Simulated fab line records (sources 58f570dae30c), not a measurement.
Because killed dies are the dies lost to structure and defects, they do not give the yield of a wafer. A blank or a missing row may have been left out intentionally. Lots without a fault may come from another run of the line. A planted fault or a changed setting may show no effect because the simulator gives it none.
fab line records | flow berkeley_cmos170
record: lots: 7 | wafers: 21 | last_day: 11
route steps=331 shown NVT@108 PVT@115 GATE@125
lots that met no fault: taken from a fault-free run of the same line
start_h: hours from the record's opening day to when the first of the lot's shown wafers began | wait_h: how many hours have passed since the lot's step before this one | " as in the row above | L1.1+2: one row covering several wafers at once | - either no value or no given start | * or withheld: withheld | < > ~ a bound
route shown NAME@n: names a module that has steps shown in the file, with the first one's number in the route | usual: mean/standard deviation taken from wafers without a fault | same: alike in all rows | chamber/n: place in a boat | sites: readings site by site | _std_site: standard deviation across them | _edge_site: the outer-site mean with the inner-site mean subtracted | radius_mm: how far each site lies from the wafer's centre | mask NAME#n: copy n | behind: the last tool/chamber to shape the wafer | hold: why the lot went on hold/how many hours it stayed there/how the hold came to an end | device: names the non-switching transistor (n, p or np) | end of line: the tests these same wafers got at the end of their route | step lacking rows: just its recipe | killed: dies lost to structure and defects at the first sort, not the wafer's yield | map: shows each die of a wafer: x if killed, . if not, _ if none is there
set.NAME: setting as actually run; set.NAME@STEP: the setting as run at that earlier step | model.NAME: the simulator's own value behind a step, which no gauge read
lots at selected steps of the route; one table per step, one row per wafer
services: a tool's chamber out of use, with start hour (start_h, from the record's first day; less than 0 if before it), hours out, and reason
== steps ==
step: UCB170_NVT_PEB_04
recipe: peb_temp_c: 130 | peb_time_s: withheld | resist: KrF
step: UCB170_NVT_DEVELOP_05
recipe: developer: TMAH | develop_time_s: 45 | resist: KrF | dev_temp_c: 21
step: UCB170_NVT_OVL_MEAS_06
usual: NVT_OVL: -1/5.7
lot.wafer | tool       | chamber | start_h | wait_h | NVT_OVL[nm]
L259.4    | overlay-02 | -       | 139.48  | -      | -15
L259.5    | "          | -       | "       | "      | -8
L259.6    | "          | -       | "       | "      | -14
L267.2    | overlay-02 | -       | 181.18  | -      | -6
L267.3    | "          | -       | "       | "      | 1
L267.6    | "          | -       | "       | "      | 0
L269.4    | overlay-02 | -       | 191.29  | -      | -1
L269.5    | "          | -       | "       | "      | 6
L269.6    | "          | -       | "       | "      | 2
L270.3    | overlay-01 | -       | 191.30  | -      | -11
L270.4    | "          | -       | "       | "      | -5
L270.5    | "          | -       | "       | "      | -15
L273.1    | overlay-02 | -       | 212.68  | -      | 10
L273.4    | "          | -       | "       | "      | -1
L273.5    | "          | -       | "       | "      | 2
L274.3    | overlay-01 | -       | 212.78  | -      | 3
L274.5    | "          | -       | "       | "      | 2
L274.6    | "          | -       | "       | "      | 0
L277.1    | overlay-02 | -       | 216.76  | -      | 6
L277.5    | "          | -       | "       | "      | 7
L277.6    | "          | -       | "       | "      | 5
step: UCB170_NVT_IMPLANT_07
recipe: species: BF2 | dose_cm2: 3e+12 | energy_kev: 50 | tilt_deg: 7
step: UCB170_NVT_STRIP_08
recipe: chemistry: O2 | power_w: 400 | pressure_mtorr: 3500 | platen_temp_c: withheld | o2_flow_sccm: 400 | overash_fraction: 0.5
usual: drypump_motor_current_A: 5.7/0.37 | o2_flow_sccm: 399.7/1.1 | oes_product_au: 0.734/0.0046 | strip_time_to_endpoint_s: 21.60/0.061
lot.wafer | tool            | chamber | start_h | wait_h | drypump_motor_current_A | o2_flow_sccm | oes_product_au | rf_hours_counter_h | strip_time_to_endpoint_s
L259.4    | plasma_asher-01 | 0       | 139.68  | 0.1    | 6.3                     | 399.9        | 0.739          | -                  | 21.54
L259.5    | "               | 1       | "       | "      | 5.8                     | 401.5        | 0.731          | -                  | 21.56
L259.6    | "               | 0       | "       | "      | 6.3                     | 399.9        | 0.741          | -                  | 21.55
L267.2    | plasma_asher-01 | 1       | 181.36  | 0.1    | 5.8                     | 397.6        | 0.733          | 49                 | 21.61
L267.3    | "               | 0       | "       | "      | 6.3                     | 399.7        | 0.731          | -                  | 21.54
L267.6    | "               | 0       | "       | "      | 6.3                     | 401.2        | 0.732          | -                  | 21.62
L269.4    | plasma_asher-04 | 1       | 191.49  | 0.1    | 5.4                     | 400.3        | 0.732          | -                  | 21.64
L269.5    | "               | 0       | "       | "      | 5.3                     | 400.2        | 0.732          | -                  | 21.65
L269.6    | "               | 1       | "       | "      | 5.4                     | 401.3        | 0.734          | -                  | 21.64
L270.3    | plasma_asher-01 | 0       | 191.51  | 0.1    | 6.3                     | 399.6        | 0.735          | -                  | 21.49
L270.4    | "               | 1       | "       | "      | 5.8                     | 398.5        | 0.731          | -                  | 21.52
L270.5    | "               | 1       | "       | "      | 5.8                     | 401.0        | 0.729          | -                  | 21.50
L273.1    | plasma_asher-01 | 0       | 212.87  | 0.1    | 6.3                     | 400.2        | 0.728          | 53                 | 21.53
L273.4    | "               | 1       | "       | "      | 5.8                     | 400.8        | 0.735          | -                  | 21.56
L273.5    | "               | 0       | "       | "      | 6.3                     | 400.4        | 0.731          | -                  | 21.55
L274.3    | plasma_asher-04 | 1       | 212.98  | 0.1    | 5.4                     | 399.2        | 0.740          | -                  | 21.53
L274.5    | "               | 0       | "       | "      | 5.3                     | 399.7        | 0.746          | -                  | 21.56
L274.6    | "               | 1       | "       | "      | 5.4                     | 400.8        | 0.733          | -                  | 21.57
L277.1    | plasma_asher-04 | 1       | 216.94  | 0.1    | 5.4                     | 398.7        | 0.738          | 45                 | 21.58
L277.5    | "               | 0       | "       | "      | 5.3                     | 398.5        | 0.726          | -                  | 21.59
L277.6    | "               | 1       | "       | "      | 5.4                     | 399.8        | 0.733          | -                  | 21.55
step: UCB170_NVT_TW_MEAS_09
usual: NVT_TW: 528/4.7
lot.wafer | tool          | chamber | start_h | wait_h | NVT_TW
L259.4    | film_metro-03 | -       | 139.78  | 0.1    | 525
L259.5    | "             | -       | "       | "      | 523
L259.6    | "             | -       | "       | "      | 521
L267.2    | film_metro-01 | -       | 181.47  | 0.1    | 538
L267.3    | "             | -       | "       | "      | 534
L267.6    | "             | -       | "       | "      | 535
L269.4    | film_metro-02 | -       | 191.59  | 0.1    | 525
L269.5    | "             | -       | "       | "      | 528
L269.6    | "             | -       | "       | "      | 525
L270.3    | film_metro-03 | -       | 191.59  | 0.1    | 523
L270.4    | "             | -       | "       | "      | 522
L270.5    | "             | -       | "       | "      | 526
L273.1    | film_metro-03 | -       | 212.97  | 0.1    | 524
L273.4    | "             | -       | "       | "      | 526
L273.5    | "             | -       | "       | "      | 522
L274.3    | film_metro-02 | -       | 213.07  | 0.1    | 527
L274.5    | "             | -       | "       | "      | 528
L274.6    | "             | -       | "       | "      | 524
L277.1    | film_metro-03 | -       | 217.04  | 0.1    | 525
L277.5    | "             | -       | "       | "      | 526
L277.6    | "             | -       | "       | "      | 525
step: UCB170_NVT_CLEAN_10
recipe: chemistry: SPM | temp_c: 120 | time_s: 600
step: UCB170_PVT_HMDS_00
recipe: prime_time_s: 60 | prime_temp_c: 100
step: UCB170_PVT_COAT_01
recipe: resist: KrF | spin_rpm: 1500 | resist_thk_nm: 900
step: UCB170_PVT_SOFTBAKE_02
recipe: resist: KrF | temp_c: 130 | time_s: 60
step: UCB170_PVT_EXPOSE_03
recipe: mask_id: NWELL | target_cd_nm: 3000 | na: 0.5 | sigma_outer: 0.6 | source_shape: conventional | dose_mj: 30
step: UCB170_PVT_PEB_04
recipe: peb_temp_c: 130 | peb_time_s: withheld | resist: KrF
step: UCB170_PVT_DEVELOP_05
recipe: developer: TMAH | develop_time_s: 45 | resist: KrF | dev_temp_c: 21
lot.wafer  | tool           | chamber | start_h | wait_h
L259.4+5+6 | litho_track-03 | 0       | 141     | -
L267.2+3+6 | litho_track-01 | 0       | 184     | -
L269.4+5+6 | litho_track-02 | 0       | 192     | -
L270.3+4+5 | litho_track-01 | 0       | 193     | -
L273.1+4+5 | litho_track-01 | 0       | 217     | -
L274.3+5+6 | litho_track-01 | 0       | 217     | -
L277.1+5+6 | litho_track-03 | 0       | 219     | -
step: UCB170_PVT_OVL_MEAS_06
usual: PVT_OVL: 1/5.7
lot.wafer | tool       | chamber | start_h | wait_h | PVT_OVL[nm]
L259.4    | overlay-02 | -       | 141.14  | -      | 3
L259.5    | "          | -       | "       | "      | -3
L259.6    | "          | -       | "       | "      | 3
L267.2    | overlay-02 | -       | 184.38  | -      | 9
L267.3    | "          | -       | "       | "      | 5
L267.6    | "          | -       | "       | "      | 8
L269.4    | overlay-01 | -       | 192.88  | -      | -7
L269.5    | "          | -       | "       | "      | -13
L269.6    | "          | -       | "       | "      | -5
L270.3    | overlay-02 | -       | 193.22  | -      | -6
L270.4    | "          | -       | "       | "      | -12
L270.5    | "          | -       | "       | "      | -6
L273.1    | overlay-02 | -       | 217.19  | -      | -1
L273.4    | "          | -       | "       | "      | -4
L273.5    | "          | -       | "       | "      | 9
L274.3    | overlay-02 | -       | 217.48  | -      | -3
L274.5    | "          | -       | "       | "      | -2
L274.6    | "          | -       | "       | "      | 4
L277.1    | overlay-02 | -       | 219.51  | -      | 0
L277.5    | "          | -       | "       | "      | -3
L277.6    | "          | -       | "       | "      | -1
step: UCB170_PVT_IMPLANT_07
recipe: species: P | dose_cm2: 2e+12 | energy_kev: 30 | tilt_deg: 7
step: UCB170_PVT_STRIP_08
recipe: chemistry: O2 | power_w: 400 | pressure_mtorr: 3500 | platen_temp_c: withheld | o2_flow_sccm: 400 | overash_fraction: 0.5
usual: drypump_motor_current_A: 6.03/0.2 | o2_flow_sccm: 400.0/1.1 | oes_product_au: 0.734/0.0044 | strip_time_to_endpoint_s: 21.62/0.07
lot.wafer | tool            | chamber | start_h | wait_h | drypump_motor_current_A | o2_flow_sccm | oes_product_au | rf_hours_counter_h | strip_time_to_endpoint_s
L259.4    | plasma_asher-01 | 0       | 141.34  | 0.1    | 6.31                    | 399.4        | 0.739          | -                  | 21.73
L259.5    | "               | 0       | "       | "      | 6.29                    | 399.3        | 0.733          | -                  | 21.63
L259.6    | "               | 1       | "       | "      | 5.76                    | 401.9        | 0.739          | -                  | 21.65
L267.2    | plasma_asher-02 | 0       | 184.56  | 0.1    | 6.15                    | 400.8        | 0.735          | 47                 | 21.51
L267.3    | "               | 1       | "       | "      | 5.77                    | 401.8        | 0.735          | -                  | 21.52
L267.6    | "               | 0       | "       | "      | 6.12                    | 400.6        | 0.738          | -                  | 21.56
L269.4    | plasma_asher-01 | 0       | 193.08  | 0.1    | 6.32                    | 400.4        | 0.729          | -                  | 21.46
L269.5    | "               | 0       | "       | "      | 6.28                    | 398.5        | 0.734          | -                  | 21.49
L269.6    | "               | 1       | "       | "      | 5.77                    | 399.4        | 0.735          | -                  | 21.54
L270.3    | plasma_asher-02 | 1       | 193.43  | 0.1    | 5.78                    | 399.2        | 0.738          | -                  | 21.74
L270.4    | "               | 0       | "       | "      | 6.13                    | 400.7        | 0.737          | -                  | 21.71
L270.5    | "               | 0       | "       | "      | 6.13                    | 401.6        | 0.735          | -                  | 21.71
L273.1    | plasma_asher-03 | 0       | 217.38  | 0.1    | 6.23                    | 401.4        | 0.737          | 11                 | 21.63
L273.4    | "               | 1       | "       | "      | 6.03                    | 398.9        | 0.726          | -                  | 21.65
L273.5    | "               | 1       | "       | "      | 6.05                    | 398.3        | 0.735          | -                  | 21.70
L274.3    | plasma_asher-02 | 0       | 217.68  | 0.1    | 6.14                    | 399.5        | 0.730          | -                  | 21.63
L274.5    | "               | 1       | "       | "      | 5.76                    | 400.0        | 0.736          | -                  | 21.63
L274.6    | "               | 0       | "       | "      | 6.14                    | 400.3        | 0.738          | -                  | 21.62
L277.1    | plasma_asher-03 | 0       | 219.70  | 0.1    | 6.22                    | 400.8        | 0.740          | 11                 | 21.55
L277.5    | "               | 1       | "       | "      | 6.04                    | 400.6        | 0.738          | -                  | 21.60
L277.6    | "               | 0       | "       | "      | 6.22                    | 401.5        | 0.731          | -                  | 21.62
step: UCB170_PVT_TW_MEAS_09
usual: PVT_TW: 509/4.5
lot.wafer | tool          | chamber | start_h | wait_h | PVT_TW
L259.4    | film_metro-03 | -       | 141.44  | 0.1    | 506
L259.5    | "             | -       | "       | "      | 507
L259.6    | "             | -       | "       | "      | 504
L267.2    | film_metro-04 | -       | 184.67  | 0.1    | 507
L267.3    | "             | -       | "       | "      | 506
L267.6    | "             | -       | "       | "      | 508
L269.4    | film_metro-04 | -       | 193.17  | 0.1    | 506
L269.5    | "             | -       | "       | "      | 507
L269.6    | "             | -       | "       | "      | 503
L270.3    | film_metro-04 | -       | 193.51  | 0.1    | 31
L270.4    | "             | -       | "       | "      | 31
L270.5    | "             | -       | "       | "      | 31
L273.1    | film_metro-04 | -       | 217.48  | 0.1    | 31
L273.4    | "             | -       | "       | "      | 31
L273.5    | "             | -       | "       | "      | 31
L274.3    | film_metro-03 | -       | 217.77  | 0.1    | 31
L274.5    | "             | -       | "       | "      | 31
L274.6    | "             | -       | "       | "      | 31
L277.1    | film_metro-04 | -       | 219.80  | 0.1    | 505
L277.5    | "             | -       | "       | "      | 503
L277.6    | "             | -       | "       | "      | 506
step: UCB170_GATE_WET_ETCH_00
recipe: chemistry: dHF | dilution: 25:1 | target: SiO2 | temp_c: 25 | time_s: 200
== services ==
tool            | chamber | start_h | hours | kind
plasma_asher-03 | 0       | 117.75  | -     | clean
plasma_asher-03 | 1       | 117.75  | -     | clean
== key ==
first_sign: step: UCB170_PVT_TW_MEAS_09 | reading: PVT_TW | direction: down | sigmas: 99+ | usual: 509 | struck: 31
effect none on later readings
met_at UCB170_PVT_DEVELOP_05
struck_wafers L270.3,L270.4,L270.5,L273.1,L273.4,L273.5,L274.3,L274.5,L274.6
sort_left_out L270.3,L270.4,L270.5,L273.1,L273.4,L273.5,L274.3,L274.5,L274.6
tester_left_out L270,L273,L274
onset_between 184 193
fault: kind: process_parameter_drift | tool: litho_track-01 | chamber: - | onset_h: 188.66 | steps: UCB170_PVT_DEVELOP_05 | channel: develop_time_s | offset: * | shape: step | end_h: 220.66 | acts_in: * | stated: *
tester_left_out: of these lots the tester's yield and bins aren't shown, on N5 and GAA mostly nor the transistor test; their killed dies are dies lost to structure and defects alone, not to doping, threshold or leakage, so they don't give the yield
sort_left_out: the simulated sort isn't trusted on such a fault, so these wafers' sort isn't shown, and their yield isn't known
